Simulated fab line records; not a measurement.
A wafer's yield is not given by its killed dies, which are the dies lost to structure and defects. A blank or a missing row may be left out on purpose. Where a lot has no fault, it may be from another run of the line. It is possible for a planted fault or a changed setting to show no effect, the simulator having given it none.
The same fault as seen by 2 desks / flow berkeley-cmos170 / each desk holds nothing but its own numbers, with what lay behind them at the end

## METROLOGY DESK
Lot by lot, what the gauges showed, no matter which tool ran the lot: averages of those sampled wafers that carry a number. Any lot whose mean is over 4 standard deviations away from the usual mean is out of limits and marked OUT; that distance is given in the brackets.
Columns: A = M1_AL_RS at UCB170_M1_RS_MEAS_01, usual 0.0485 ohm/sq; B = M1_AL_THK at UCB170_M1_THK_MEAS_02, usual 597 nm
lot=L550; first seen here=day 7 09:08; A=0.0489; B=595
lot=L549; first seen here=day 7 09:32; A=0.0480; B=598
lot=L551; first seen here=day 7 13:46; A=0.0481; B=602
lot=L554; first seen here=day 7 22:11; A=0.0493; B=590
lot=L552; first seen here=day 8 01:05; A=0.0495; B=582
lot=L556; first seen here=day 8 10:59; A=0.0504; B=576
lot=L558; first seen here=day 8 23:35; A=0.0504; B=574
lot=L564; first seen here=day 10 05:16; A=0.0485; B=594
lot=L565; first seen here=day 10 07:14; A=0.0485; B=596
lot=L566; first seen here=day 10 19:02; A=0.0489; B=598
lot=L569; first seen here=day 11 09:38; A=0.0483; B=600
lot=L570; first seen here=day 11 19:34; A=0.0488; B=596
lot=L571; first seen here=day 11 21:18; A=0.0487; B=596
lot=L572; first seen here=day 11 21:49; A=0.0482; B=601
This desk's finding: nothing out of limits on any of the 14 lots.

## TOOL OWNER'S DESK, pvd-sputter-01
The tool's own readings at UCB170_M1_SPUTTER_00 (material Al, target thk 600 nm, time 80 s): means of the sampled wafers that have a number, for each lot that ran on this tool. Any lot whose mean is over 4 standard deviations away from the usual mean is out of limits and marked OUT; that distance is given in the brackets.
Columns: A = cathode-dc-power-W at UCB170_M1_SPUTTER_00, usual 6000.0 W; B = chamber-pressure-pa at UCB170_M1_SPUTTER_00, usual 0.4999 Pa; C = throttle-valve-pct at UCB170_M1_SPUTTER_00, usual 30.8 %
lot=L550; first seen here=day 7 09:03; A=5999.2; B=0.4998; C=31.4
lot=L554; first seen here=day 7 22:08; A=6000.2; B=0.4994; C=31.2
lot=L556; first seen here=day 8 10:55; A=5792.9 (-99 or more) OUT; B=0.4993; C=31.3
lot=L558; first seen here=day 8 23:31; A=5793.0 (-99 or more) OUT; B=0.4993; C=30.5
This desk's verdict: out of limits on L556, L558, starting with L556 at day 8 10:55 (cathode-dc-power-W at UCB170_M1_SPUTTER_00). In limits: L550, L554.

## ALL TOGETHER
On L556, L558, at day 8 10:55, an alarm was possible from the tool owner's desk.
From the metrology desk's view, nothing was out of limits.
The metrology desk holds a record of L556, L558, inside its limits.
The lots listed all ran UCB170_M1_SPUTTER_00 on pvd-sputter-01.

## WHAT THE SIMULATOR HAD PUT IN
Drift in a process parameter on pvd-sputter-01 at UCB170_M1_SPUTTER_00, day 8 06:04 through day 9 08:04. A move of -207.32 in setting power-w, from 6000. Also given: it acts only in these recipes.
Struck lots among those shown: L556, L558.
How many hours passed from the start of the fault until each desk's first out-of-limits reading: the tool owner's desk, 5.
